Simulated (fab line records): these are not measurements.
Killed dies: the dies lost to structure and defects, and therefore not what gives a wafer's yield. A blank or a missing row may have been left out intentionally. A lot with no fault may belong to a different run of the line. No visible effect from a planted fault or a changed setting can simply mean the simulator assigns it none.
Check for tools in common    flow berkeley cmos170    Sampled: 14 lots, 42 wafers

== WHY THIS WAS OPENED ==
UCB170_M3_RS_MEAS_02, reading M3_AL_RS: flagged on 2 of 14 lots. No-fault wafers: 0.03216 ohm/sq, standard deviation 0.00027.
Rule: a lot is flagged in two cases, either no wafer of it has a number, or all its wafers with numbers fall more than 4 standard deviations from that mean. All remaining lots are regarded as sound.

lot   measured      on             M3_AL_RS (ohm/sq), wafer by wafer  flag
L810  day 8 00:10   film metro-04  0.03282 0.03265 0.03255            
L809  day 8 00:17   film metro-01  0.03175 0.03174 0.03192            
L812  day 8 00:29   film metro-04  0.03229 0.03243 0.03219            
L811  day 8 03:05   film metro-02  0.05433 0.05345 0.05375            FLAGGED
L813  day 8 15:52   film metro-01  0.05323 0.05431 0.05433            FLAGGED
L819  day 9 15:42   film metro-04  0.03165 0.0321 0.03174             
L824  day 10 17:25  film metro-01  0.03211 0.03185 0.03183            
L822  day 11 01:39  film metro-02  0.03214 0.03215 0.03201            
L827  day 11 01:56  film metro-01  0.03203 0.03259 0.03256            
L825  day 11 02:29  film metro-01  0.03199 0.03202 0.03193            
L826  day 11 07:44  film metro-02  0.03202 0.03215 0.03225            
L829  day 11 21:28  film metro-04  0.03192 0.03175 0.03186            
L830  day 11 21:51  film metro-02  0.03273 0.03209 0.03245            
L832  day 12 10:11  film metro-01  0.03189 0.03215 0.0318             
Average over the flagged lots: 0.05390 ohm/sq; offset from the usual +0.02174 ohm/sq, equal to +81 standard deviations.

== EACH LOT AND THE TOOL IT RAN ON ==
Before the reading, the record contains 3 process steps out of a 331-step route. Every cell lists first the tool, next ch and the chambers used by the sampled wafers, and last the start.
lot   flag     UCB170_SILICIDE_SPUTTER_01    UCB170_V1_STRIP_15                    UCB170_M3_SPUTTER_01
L810           pvd sputter-02, day 7 02:11   plasma asher-02 ch 0,1, day 7 16:21   pvd sputter-02, day 8 00:04
L809           pvd sputter-04, day 7 02:31   plasma asher-02 ch 0, day 7 16:43     pvd sputter-01, day 8 00:11
L812           pvd sputter-03, day 7 02:02   plasma asher-04 ch 0,1, day 7 16:57   pvd sputter-02, day 8 00:23
L811  FLAGGED  pvd sputter-02, day 7 03:15   plasma asher-04 ch 0,1, day 7 19:43   pvd sputter-02, day 8 02:56
L813  FLAGGED  pvd sputter-02, day 7 15:06   plasma asher-04 ch 0,1, day 8 10:34   pvd sputter-02, day 8 15:46
L819           pvd sputter-02, day 8 19:11   plasma asher-02 ch 0,1, day 9 10:31   pvd sputter-03, day 9 15:35
L824           pvd sputter-03, day 9 23:19   plasma asher-03 ch 0,1, day 10 11:35  pvd sputter-03, day 10 17:20
L822           pvd sputter-04, day 9 23:29   plasma asher-02 ch 0,1, day 10 18:51  pvd sputter-02, day 11 01:34
L827           pvd sputter-04, day 10 01:51  plasma asher-03 ch 0,1, day 10 18:56  pvd sputter-01, day 11 01:50
L825           pvd sputter-02, day 9 23:44   plasma asher-02 ch 0,1, day 10 19:22  pvd sputter-02, day 11 02:22
L826           pvd sputter-02, day 10 11:07  plasma asher-04 ch 0,1, day 11 02:13  pvd sputter-02, day 11 07:40
L829           pvd sputter-04, day 11 02:22  plasma asher-04 ch 0,1, day 11 15:58  pvd sputter-02, day 11 21:23
L830           pvd sputter-03, day 11 01:10  plasma asher-03 ch 0,1, day 11 16:14  pvd sputter-01, day 11 21:42
L832           pvd sputter-04, day 11 15:11  plasma asher-04 ch 0,1, day 12 03:37  pvd sputter-02, day 12 10:06
These steps, and what they do:
- UCB170_SILICIDE_SPUTTER_01: material Ti, target thk 30 nm, time 25 s.
- UCB170_V1_STRIP_15: strips in O2.
- UCB170_M3_SPUTTER_01: material Al, target thk 900 nm, time 120 s.
- UCB170_M3_RS_MEAS_02: measures by four-point-probe.

== FLAGGED AGAINST TOTAL, ONE TOOL AT A TIME (gauges that did the reading follow at the end) ==
step                        tool             lots run  flagged  share of the flagged lots  sound lots run after its first flagged lot
UCB170_SILICIDE_SPUTTER_01  pvd sputter-02   6         2        all                        3 (L819,L825,L826)
UCB170_SILICIDE_SPUTTER_01  pvd sputter-03   3         0        none                       -
UCB170_SILICIDE_SPUTTER_01  pvd sputter-04   5         0        none                       -
UCB170_V1_STRIP_15          plasma asher-02  5         0        none                       -
UCB170_V1_STRIP_15          plasma asher-03  3         0        none                       -
UCB170_V1_STRIP_15          plasma asher-04  6         2        all                        3 (L826,L829,L832)
UCB170_M3_SPUTTER_01        pvd sputter-01   3         0        none                       -
UCB170_M3_SPUTTER_01        pvd sputter-02   9         2        all                        5 (L822,L825,L826,L829,L832)
UCB170_M3_SPUTTER_01        pvd sputter-03   2         0        none                       -
UCB170_M3_RS_MEAS_02        film metro-01    6         1        some                       4 (L824,L827,L825,L832)
UCB170_M3_RS_MEAS_02        film metro-02    4         1        some                       3 (L822,L826,L830)
UCB170_M3_RS_MEAS_02        film metro-04    4         0        none                       -

== THE TABLE: WHAT IT ALLOWS ==
pvd sputter-02 at UCB170_SILICIDE_SPUTTER_01, plasma asher-04 at UCB170_V1_STRIP_15 and pvd sputter-02 at UCB170_M3_SPUTTER_01: these 3 rows of the table ran every flagged lot.
- pvd sputter-02 at UCB170_SILICIDE_SPUTTER_01 ran 6 lots, 2 of them flagged. After the first flagged lot (L819, L825, L826), sound lots still ran on it; a lasting fault on the whole tool would not permit that.
- plasma asher-04 at UCB170_V1_STRIP_15 ran 6 lots, 2 of them flagged. After the first flagged lot (L826, L829, L832), sound lots still ran on it; a lasting fault on the whole tool would not permit that.
- pvd sputter-02 at UCB170_M3_SPUTTER_01 ran 9 lots, 2 of them flagged. After the first flagged lot (L822, L825, L826, L829, L832), sound lots still ran on it; a lasting fault on the whole tool would not permit that.
Every row of the table either missed a flagged lot or ran a sound lot after the first.

== WHAT THE SIMULATOR HAD INSERTED ==
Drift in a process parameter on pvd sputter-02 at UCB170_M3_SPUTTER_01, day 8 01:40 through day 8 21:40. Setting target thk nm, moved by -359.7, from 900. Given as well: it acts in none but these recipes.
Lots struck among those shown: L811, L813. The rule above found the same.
